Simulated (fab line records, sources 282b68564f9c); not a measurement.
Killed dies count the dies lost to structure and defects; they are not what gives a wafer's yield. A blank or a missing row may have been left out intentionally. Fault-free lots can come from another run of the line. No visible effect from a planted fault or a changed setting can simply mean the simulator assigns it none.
Problem report, 8D (eight disciplines) form, completed by code | flow ritCmos | the parts of the form that need people (team, actions taken, sign-off) are left out

1. THE PROBLEM
Wafers without a fault read 34.56 W, standard deviation 0.045; heaterPowerTotalW at RIT_CONTACT_SOFTBAKE_04 reads a mean of 35.33 W on 9 wafers belonging to 3 lots. That puts it +17 standard deviations away from the usual mean.
The step: time 60 s.
First observed at day 3 21:08: wafer L760.2, on lithoTrack-04. At this step, 45 wafers from 15 lots have a number in the record. Rule for "out" (also "out of limits"): further than 4 standard deviations from the usual mean. All remaining wafers that have a number are taken as sound.

2. WHAT IT IS, AND WHAT IT ISN'T
question                    | is                            | is not
which readings at this step | heaterPowerTotalW, plateTempC | exhaustPa
which lots                  | L760, L761, L762              | L757, L758, L759, L769, L771, L772, L774, L775, L776, L778, L779, L780
which wafers of those lots  | all that have a number        | -
read on which tools         | lithoTrack-04                 | lithoTrack-01, lithoTrack-02
when                        | from day 3 21:08              | up to then (9 sound wafers); but 27 sound wafers of L769, L771, L772, L774, L775, L776, L778, L779, L780 came after

3. SUSPECTS, AND WHAT RULES EACH OUT
Counting: a tool stays on the suspect list if, at a process step up to the reading, it processed all lots that are out and no sound lot following the first of them.
- lithoTrack-04 at RIT_CONTACT_SOFTBAKE_04 (time 60 s): ruled out as a lasting fault. Sound lots L780 ran on it after its first lot that is out, L760 (day 3 21:08).
Left after counting: nothing in the record.

4. THE CAUSE (what the simulator had put in)
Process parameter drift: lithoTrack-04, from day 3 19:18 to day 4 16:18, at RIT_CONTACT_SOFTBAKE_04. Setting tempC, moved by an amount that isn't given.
Counting ruled it out, wrongly.

5. THE CHAIN OF EFFECTS, in route order
One row per reading whose mean, taken over the struck wafers that have a number, lies over 3 standard deviations from the usual. Readings are gone through only where the record gives a usual standard deviation; hours: the median, over the lots, of the time from a lot's start at the first step in this table giving one to that lot's start at this step; sigmas: the change measured in usual standard deviations.
hours | step                    | reading           | usual   | on struck wafers | change | sigmas
0     | RIT_CONTACT_SOFTBAKE_04 | heaterPowerTotalW | 34.56 W | 35.33            | +0.77  | +17
0     | RIT_CONTACT_SOFTBAKE_04 | plateTempC        | 90.02 C | 91.45            | +1.43  | +11
Here are the process steps it includes:
- RIT_CONTACT_SOFTBAKE_04: time 60 s.

6. HOW IT WOULD HAVE BEEN CAUGHT EARLIER
2 hours passed between the start of the fault at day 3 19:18 and the first reading out of limits in this record, taken at day 3 21:08.
